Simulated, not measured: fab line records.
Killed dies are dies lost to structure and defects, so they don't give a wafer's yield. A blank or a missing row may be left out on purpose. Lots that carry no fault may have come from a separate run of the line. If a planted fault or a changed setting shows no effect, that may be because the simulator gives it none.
The same fault as seen by 2 desks	flow berkeley-cmos170	each desk holds nothing but its own numbers, with what lay behind them at the end

## FROM THE METROLOGY DESK
What the gauges read, lot by lot, whatever tool the lot ran on: means of the sampled wafers that have a number. A lot is out of limits, marked OUT, if its mean lies more than 4 standard deviations from the usual mean; the brackets give that distance.
Columns: A = NWELL_NITRIDE_THK at UCB170_NWELL_THK_MEAS_05, usual 224.6 nm; B = V1_OVL at UCB170_V1_OVL_MEAS_13, usual 4 nm
lot	first seen here	A	B
L223	day 2 13:14	224.4	2
L224	day 2 13:14	226.1	4
L228	day 3 10:41	222.4	-2
L227	day 3 10:43	224.8	6
L229	day 3 15:39	224.2	3
L230	day 3 21:26	224.3	5
L232	day 3 21:26	223.4	5
L231	day 3 21:28	226.5	8
L233	day 4 10:08	227.4	6
L235	day 4 16:45	221.5	6
L237	day 5 10:22	225.1	-4
L241	day 5 22:25	223.4	3
L244	day 6 20:00	224.9	-
L246	day 7 01:28	224.0	-
This desk found nothing out of limits on any of the 14 lots.

## TOOL OWNER'S DESK, plasma-asher-04
The tool's own readings at UCB170_PWELL_STRIP_16 (strips in O2): means of the sampled wafers that have a number, for each lot that ran on this tool. A lot is out of limits, marked OUT, if its mean lies more than 4 standard deviations from the usual mean; the brackets give that distance.
Columns: A = chamber-pressure-mTorr at UCB170_PWELL_STRIP_16, usual 3500 mTorr; B = drypump-motor-current-A at UCB170_PWELL_STRIP_16, usual 5.9 A; C = oes-product-au at UCB170_PWELL_STRIP_16, usual 0.721 a.u.; D = strip-time-to-endpoint-s at UCB170_PWELL_STRIP_16, usual 18.13 s
lot	first seen here	A	B	C	D
L224	day 3 09:20	3502	6.1	0.726	18.06
L231	day 5 02:25	3499	5.6	0.721	18.02
L230	day 5 02:35	3496	5.6	0.722	18.14
L241	day 6 18:08	3503	5.6	0.723	18.15
This desk found nothing out of limits on any of the 4 lots.

## PUT TOGETHER
Metrology desk: nothing out of limits seen.
The tool owner's desk saw nothing out of limits.

## WHAT WAS PUT IN BY THE SIMULATOR
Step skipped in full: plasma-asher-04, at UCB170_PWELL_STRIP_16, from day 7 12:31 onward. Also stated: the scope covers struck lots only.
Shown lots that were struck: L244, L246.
